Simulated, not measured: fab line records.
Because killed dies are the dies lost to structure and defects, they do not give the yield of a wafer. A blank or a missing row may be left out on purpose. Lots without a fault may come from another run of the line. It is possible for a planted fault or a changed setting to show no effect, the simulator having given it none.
Problem report in the 8D (eight disciplines) form, filled by code :: flow berkeley-cmos170 :: the parts of the form that need people (team, actions taken, sign-off) are left out

## 1. WHAT IS WRONG
Mean PVT_TW at UCB170_PVT_TW_MEAS_09: 415.3 over 6 wafers in 2 lots; fault-free wafers: 508.0, standard deviation 2.8. Measured from the usual mean, that is -33 standard deviations.
First observed at day 11 07:37: wafer L474.1, on film-metro-04. The record holds 42 wafers of 14 lots with a number at this step. Rule for "out" (also "out of limits"): further than 4 standard deviations from the usual mean. The other wafers with a number count as sound.

## 2. WHAT THIS IS AND IS NOT
question: which readings at this step
is: PVT_TW
is not: -

question: which lots
is: L474, L477
is not: L454, L455, L456, L457, L458, L459, L461, L463, L465, L466, L467, L471

question: which wafers of those lots
is: all that have a number
is not: -

question: read on which gauges
is: film-metro-02, film-metro-04
is not: film-metro-01

question: when
is: from day 11 07:37
is not: up to then (36 sound wafers)

## 3. WHAT RULES OUT EACH SUSPECT
Counting: a tool at a process step up to the reading stays a suspect if it ran every lot that is out and no sound lot after the first of them.
- ruled out: the gauge at UCB170_PVT_TW_MEAS_09. Those wafers that are out were read across 2 gauges (film-metro-02, film-metro-04).
- implanter-03 at UCB170_PVT_IMPLANT_07: kept. All lots that are out passed through it, beginning with L474 at day 11 07:22, and no sound lot followed; its final sound lot before that point was L466 at day 9 01:17. Its own dose-ions-cm2, faraday-current-uA readings are out on those wafers.
The count leaves implanter-03 at UCB170_PVT_IMPLANT_07.

## 4. THE CAUSE (what the simulator had put in)
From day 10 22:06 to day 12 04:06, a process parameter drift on implanter-03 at UCB170_PVT_IMPLANT_07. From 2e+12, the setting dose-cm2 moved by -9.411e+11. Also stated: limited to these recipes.
This tool alone remained once counting was done.

## 5. THE EFFECT CHAIN, in route order
One row per reading whose mean, taken over the struck wafers that have a number, lies over 3 standard deviations from the usual. Readings are gone through only where the record gives a usual standard deviation; hours: the median, over the lots, of the time from a lot's start at the first step in this table giving one to that lot's start at this step; sigmas: the change measured in usual standard deviations.
hours: 0
step: UCB170_PVT_IMPLANT_07
reading: dose-ions-cm2
usual: 2.0003e+12
on struck wafers: 1.0600e+12
change: -9.4033e+11
sigmas: -99 or more

hours: 0
step: UCB170_PVT_IMPLANT_07
reading: faraday-current-uA
usual: 6.36
on struck wafers: 3.38
change: -2.98
sigmas: -25

hours: 0
step: UCB170_PVT_TW_MEAS_09
reading: PVT_TW
usual: 508.0
on struck wafers: 415.3
change: -92.7
sigmas: -33
It contains these process steps:
- UCB170_PVT_IMPLANT_07

## 6. WHAT WOULD HAVE CAUGHT IT SOONER
The first out-of-limits reading at a measuring or inspecting step in this record came at day 11 07:37, 10 hours after the fault's start at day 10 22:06.
The tool's own readings at UCB170_PVT_IMPLANT_07 were out on every struck wafer that the step has a row for (dose-ions-cm2, faraday-current-uA): an alarm limit on them would have fired on the first of those.
L477, from the lots that are out (2), started UCB170_PVT_IMPLANT_07 on implanter-03 later than day 11 07:37. Had the tool been put on hold then, it would have been spared.
